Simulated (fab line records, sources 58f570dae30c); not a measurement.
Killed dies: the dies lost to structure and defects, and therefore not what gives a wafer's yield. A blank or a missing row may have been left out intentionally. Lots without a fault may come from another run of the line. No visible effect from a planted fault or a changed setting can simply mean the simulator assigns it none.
Code-filled problem report in 8D (eight disciplines) form	flow berkeleyCmos170	the parts of the form that need people (team, actions taken, sign-off) are left out

1. THE PROBLEM
PVT_TW at UCB170_PVT_TW_MEAS_09 reads a mean of 458 on 9 wafers of 3 lots; wafers without a fault read 506 with a standard deviation of 3.8. Measured from the usual mean, that is -13 standard deviations.
Earliest sighting: wafer L715.4 on filmMetro-02 at day 9 01:42. At this step, 45 wafers from 15 lots have a number in the record. The rule behind "out" and "out of limits": a value lying over 4 standard deviations away from the usual mean. The other wafers with a number count as sound.

2. WHAT IT IS, AND WHAT IT ISN'T
question	is	is not
which readings at this step	PVT_TW	-
which lots	L713, L714, L715	L701, L702, L703, L705, L706, L707, L708, L710, L711, L720, L722, L723
which wafers of those lots	all that have a number	-
read on which gauges	filmMetro-01, filmMetro-02, filmMetro-04	-
when	from day 9 01:42	up to then (21 sound wafers); but 15 sound wafers of L710, L711, L720, L722, L723 came after

3. THE SUSPECTS, EACH WITH WHAT RULES IT OUT
Counting: a tool at a process step up to the reading stays a suspect if it ran every lot that is out and no sound lot after the first of them.
- the gauge at UCB170_PVT_TW_MEAS_09 has been ruled out. 3 gauges (filmMetro-01, filmMetro-02, filmMetro-04) read the wafers that are out.
- implanter-04 at UCB170_PVT_IMPLANT_07: kept. All lots that are out passed through it, beginning with L715 at day 9 01:30, and no sound lot followed; its final sound lot before that point was L707 at day 7 13:35. Its own beamEnergyKeV readings are out on those wafers.
After counting, what remains is implanter-04 at UCB170_PVT_IMPLANT_07.

4. THE CAUSE (what the simulator had put in)
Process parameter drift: implanter-04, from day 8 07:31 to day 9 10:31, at UCB170_PVT_IMPLANT_07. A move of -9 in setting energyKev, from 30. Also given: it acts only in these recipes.
Only this tool survived the counting.

5. SEQUENCE OF EFFECTS, ordered by route
One row per reading whose mean, taken over the struck wafers that have a number, lies over 3 standard deviations from the usual. Only readings whose record carries a usual standard deviation are examined. hours: median over the lots of the time between each lot's start at the first step of this table that gives one and its start at this step. sigmas: the change, counted in usual standard deviations.
hours	step	reading	usual	on struck wafers	change	sigmas
0	UCB170_PVT_IMPLANT_07	beamEnergyKeV	29.999	20.999	-9.000	-99 or more
0	UCB170_PVT_TW_MEAS_09	PVT_TW	506	458	-48	-13
Its process steps:
- UCB170_PVT_IMPLANT_07

6. WHAT WOULD HAVE CAUGHT IT SOONER
In this record the first reading out of limits at a measuring or inspecting step was taken at day 9 01:42, 18 hours after the fault began at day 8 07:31.
Tool's own readings at UCB170_PVT_IMPLANT_07, beamEnergyKeV: out on all struck wafers the step has rows for; an alarm limit on them would have tripped on the first.
L713, L714, from the lots that are out (3), started UCB170_PVT_IMPLANT_07 on implanter-04 later than day 9 01:42. A hold on the tool at that time would have spared those 2.
